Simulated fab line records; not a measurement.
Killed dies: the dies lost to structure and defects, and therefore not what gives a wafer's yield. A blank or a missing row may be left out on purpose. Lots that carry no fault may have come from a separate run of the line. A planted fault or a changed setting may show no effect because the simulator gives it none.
Matching of chambers | flow berkeley-cmos170 | UCB170_FIELD_WET_ETCH_05 on wet-bench-03 has 3 sister chambers
The step etches Si3N4 in H3PO4, time 12600 s. 3 wafers are shown with their chamber, then 8 later ones without.

== WAFERS, EACH WITH ITS CHAMBER ==
wafer  | chamber | bath-heat-duty-pct (%)
L358.6 | 3       | 34.7
L363.5 | 2       | 28.3
L366.1 | 0       | 28.4

== WAFERS MISSING THEIR CHAMBER ==
wafer  | bath-heat-duty-pct (%)
L366.4 | 30.6
L366.5 | 27.3
L367.1 | 27.8
L367.3 | 29.6
L367.4 | 27.0
L372.2 | 34.2
L372.4 | 33.7
L372.5 | 32.2

== WHICH CHAMBER EACH WENT THROUGH ==
wafer  | from the rows above          | in truth
L366.4 | can't be placed: 0 or 2 or 3 | 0
L366.5 | can't be placed: 2 or 0      | 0
L367.1 | can't be placed: 2 or 0      | 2
L367.3 | can't be placed: 0 or 2      | 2
L367.4 | can't be placed: 2 or 0      | 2
L372.2 | 3                            | 3
L372.4 | 3                            | 3
L372.5 | can't be placed: 3 or 0 or 2 | 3
Correct placement for 2 of the 8. Can't be placed from these rows: 6 (the true chamber is among the candidates in 6). Number placed wrongly: 0.
How it was worked out, from the rows above alone: a wafer's distance from a chamber is the root of the sum, over the readings, of the square of ((its reading less the chamber's mean) divided by the reading's scatter). The wafer belongs to the nearest chamber; if the next one is less than 2 further off, it can't be placed. A chamber's mean is the mean of its shown wafers. The scatter (one wafer shown for each chamber): square how far every hidden wafer sits from the nearest shown wafer, average those squares and take the square root.
